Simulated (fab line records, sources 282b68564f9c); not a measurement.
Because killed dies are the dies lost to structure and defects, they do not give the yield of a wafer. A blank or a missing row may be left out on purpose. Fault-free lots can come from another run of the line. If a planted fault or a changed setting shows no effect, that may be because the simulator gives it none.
Problem report in the 8D (eight disciplines) form, filled by code / flow rit_cmos / the parts of the form that need people (team, actions taken, sign-off) are left out

1. WHAT WENT WRONG
Wafers without a fault read 34.56 W, standard deviation 0.048; heater_power_total_W at RIT_M1_SOFTBAKE_05 reads a mean of 35.80 W on 6 wafers belonging to 2 lots. Measured from the usual mean, that is +26 standard deviations.
The step: time 60 s.
First seen on wafer L775.2, day 5 11:40, on litho_track-01. The record holds 18 wafers of 6 lots with a number at this step. The rule behind "out" and "out of limits": a value lying over 4 standard deviations away from the usual mean. The other wafers with a number count as sound.

2. WHAT IT IS, WHAT IT ISN'T
question=which readings at this step | is=heater_power_total_W, plate_temp_C | is not=chill_plate_temp_C
question=which lots | is=L775, L777 | is not=L769, L770, L776, L784
question=which wafers of those lots | is=all that have a number | is not=-
question=read on which tools | is=litho_track-01 | is not=litho_track-02, litho_track-03
question=when | is=from day 5 11:40 | is not=up to then (6 sound wafers); but 6 sound wafers of L776, L784 came after

3. SUSPECTS, AND WHAT RULES EACH OUT
Counting: any tool at a process step up to the reading is kept as a suspect provided that every lot that is out went through it and no sound lot did after the first of them.
- litho_track-01 at RIT_M1_SOFTBAKE_05 (time 60 s): kept. All lots that are out passed through it, beginning with L775 at day 5 11:40, and no sound lot followed; its final sound lot before that point was L770 at day 4 04:10. On those wafers its own readings are out: heater_power_total_W, plate_temp_C.
After counting, what remains is litho_track-01 at RIT_M1_SOFTBAKE_05.

4. THE CAUSE (what the simulator had put in)
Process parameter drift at RIT_M1_SOFTBAKE_05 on litho_track-01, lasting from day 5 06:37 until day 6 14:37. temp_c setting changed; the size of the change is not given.
Counting left only this tool.

5. THE EFFECT CHAIN, in route order
Each row: a reading where the mean over the struck wafers with a number is more than 3 standard deviations away from the usual. Only readings for which the record gives a usual standard deviation are gone through. hours: the time from each lot's start at the first step in this table that gives one to its start at this step, as a median over the lots. sigmas: the change in usual standard deviations.
hours=0; step=RIT_M1_SOFTBAKE_05; reading=heater_power_total_W; usual=34.56 W; on struck wafers=35.80; change=+1.24; sigmas=+26
hours=0; step=RIT_M1_SOFTBAKE_05; reading=plate_temp_C; usual=90.00 C; on struck wafers=92.25; change=+2.25; sigmas=+16
The process steps in it:
- RIT_M1_SOFTBAKE_05: time 60 s.
At these later measuring or inspecting steps, every struck wafer for which the step has a row has a number for every such reading, and none has moved that far: RIT_M1_CD_MEAS_09.

6. HOW IT WOULD HAVE BEEN CAUGHT EARLIER
First out-of-limits reading in this record: day 5 11:40, which is 5 hours after fault onset at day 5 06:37.
